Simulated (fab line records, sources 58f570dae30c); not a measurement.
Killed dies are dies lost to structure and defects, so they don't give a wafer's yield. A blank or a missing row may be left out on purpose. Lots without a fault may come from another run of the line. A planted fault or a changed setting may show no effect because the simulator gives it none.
Split-lot experiment | flow berkeley_cmos170 | 5 lots, 23 wafers read, on a route of 331 steps

THE SPLIT
At UCB170_SCREENOX_OXIDATION_01 (target thk 14.4 nm, ox time 2400 s), the setting temp_c was moved away from the recipe's 900 C on 15 of the 23 wafers read, by -2.5% to +1.2%. The other wafers ran this setting at the recipe's value.

The file shows no step between the split and the reading.

THE READING
SCREENOX_OXIDE_THK, in nm, at UCB170_SCREENOX_THK_MEAS_02. Fault-free wafers of this fab line usually give 14.30 nm, standard deviation 0.2 nm.

wafer  | tool, chamber at the split | temp_c as run, C | against the recipe | SCREENOX_OXIDE_THK, nm | against lot-mates on the recipe
L074.1 | -, -                       | 910.7            | +1.2%              | 15.79                  | no lot-mate on the recipe
L074.2 | -, -                       | 910.7            | +1.2%              | 16.02                  | no lot-mate on the recipe
L074.3 | -, -                       | 910.7            | +1.2%              | 16.10                  | no lot-mate on the recipe
L074.4 | -, -                       | 910.7            | +1.2%              | 15.82                  | no lot-mate on the recipe
L074.6 | -, -                       | 910.7            | +1.2%              | 15.91                  | no lot-mate on the recipe
L077.1 | -, -                       | 900              | recipe             | 14.21                  | -
L077.2 | -, -                       | 900              | recipe             | 13.95                  | -
L077.3 | -, -                       | 900              | recipe             | 14.38                  | -
L077.5 | -, -                       | 900              | recipe             | 14.04                  | -
L077.6 | -, -                       | 900              | recipe             | 13.94                  | -
L076.2 | -, -                       | 883.8            | -1.8%              | 12.22                  | no lot-mate on the recipe
L076.3 | -, -                       | 883.8            | -1.8%              | 12.07                  | no lot-mate on the recipe
L076.4 | -, -                       | 883.8            | -1.8%              | 11.95                  | no lot-mate on the recipe
L076.5 | -, -                       | 883.8            | -1.8%              | 12.06                  | no lot-mate on the recipe
L076.6 | -, -                       | 883.8            | -1.8%              | 12.13                  | no lot-mate on the recipe
L079.1 | furnace-01, 0              | 900              | recipe             | 14.58                  | -
L079.3 | furnace-01, 0              | 900              | recipe             | 14.50                  | -
L079.6 | furnace-01, 0              | 900              | recipe             | 14.53                  | -
L080.1 | -, -                       | 877.4            | -2.5%              | 11.09                  | no lot-mate on the recipe
L080.2 | -, -                       | 877.4            | -2.5%              | 11.27                  | no lot-mate on the recipe
L080.3 | -, -                       | 877.4            | -2.5%              | 11.11                  | no lot-mate on the recipe
L080.4 | -, -                       | 877.4            | -2.5%              | 11.18                  | no lot-mate on the recipe
L080.5 | -, -                       | 877.4            | -2.5%              | 11.11                  | no lot-mate on the recipe

THE FIT
A straight line over all 23 wafers: SCREENOX_OXIDE_THK changes by +1.27 nm for each +1% of temp_c; r = +1.00; the points scatter about the line by 0.18 nm.
Too few moved wafers have a lot-mate on the recipe to fit a line with each lot's own level taken away.

THE WHOLE CHAIN: every reading that the file lists as answering this split, in the file's order
step                         | what it does                       | reading                                                                               | change (the file's fit)              | r (the file's)
UCB170_SCREENOX_OXIDATION_01 | target thk 14.4 nm, ox time 2400 s | SiO2_of_SCREENOX_OXIDATION_01.thk_nm (the simulator's own value, which no gauge read) | +1.27 nm for each +1% of the setting | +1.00
UCB170_SCREENOX_THK_MEAS_02  |                                    | SCREENOX_OXIDE_THK                                                                    | +1.27 for each +1% of the setting    | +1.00

THE FILE'S OWN FIT
SCREENOX_OXIDE_THK changes by +1.27 nm for each +1% of temp_c, r = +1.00.
